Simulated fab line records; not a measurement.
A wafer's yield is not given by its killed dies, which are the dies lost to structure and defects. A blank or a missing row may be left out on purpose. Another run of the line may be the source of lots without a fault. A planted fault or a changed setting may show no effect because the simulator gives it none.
Matching of chambers / flow berkeley cmos170 / 4 sister chambers for UCB170_SPACER_ETCHBACK_03 on rie diel-03
The step etches SiO2 in CHF3/CF4/Ar, stops on Si, target depth 376 nm, time 100 s. 4 wafers are shown with their chamber, then 6 later ones without.

## WAFERS WITH THEIR CHAMBER
wafer=L120.3; chamber=0; throttle valve pct (%)=6.56
wafer=L120.5; chamber=1; throttle valve pct (%)=6.25
wafer=L118.1; chamber=2; throttle valve pct (%)=6.29
wafer=L118.4; chamber=3; throttle valve pct (%)=6.29

## WAFERS WITHOUT THEIR CHAMBER
wafer=L118.5; throttle valve pct (%)=6.29
wafer=L124.1; throttle valve pct (%)=6.29
wafer=L124.2; throttle valve pct (%)=6.55
wafer=L132.2; throttle valve pct (%)=6.24
wafer=L132.5; throttle valve pct (%)=6.55
wafer=L132.6; throttle valve pct (%)=6.29

## CHAMBER TAKEN BY EACH
wafer=L118.5; from the rows above=can't be placed: 2 or 3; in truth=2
wafer=L124.1; from the rows above=can't be placed: 2 or 3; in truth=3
wafer=L124.2; from the rows above=0; in truth=0
wafer=L132.2; from the rows above=1; in truth=1
wafer=L132.5; from the rows above=0; in truth=0
wafer=L132.6; from the rows above=can't be placed: 2 or 3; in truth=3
Correct placement for 3 of the 6. Not placeable from these rows: 3 (in 3, the candidates include the true chamber). Placed wrongly: 0.
How it was worked out, from the rows above alone: a wafer's distance from a chamber is the root of the sum, over the readings, of the square of ((its reading less the chamber's mean) divided by the reading's scatter). If the next closest chamber is less than 2 further off than the closest, the wafer can't be placed; otherwise it belongs to the closest. Each chamber's mean is taken over the wafers shown for it. The scatter: with one shown wafer a chamber, the root of the mean of the squares of how far each hidden wafer lies from its nearest shown one.
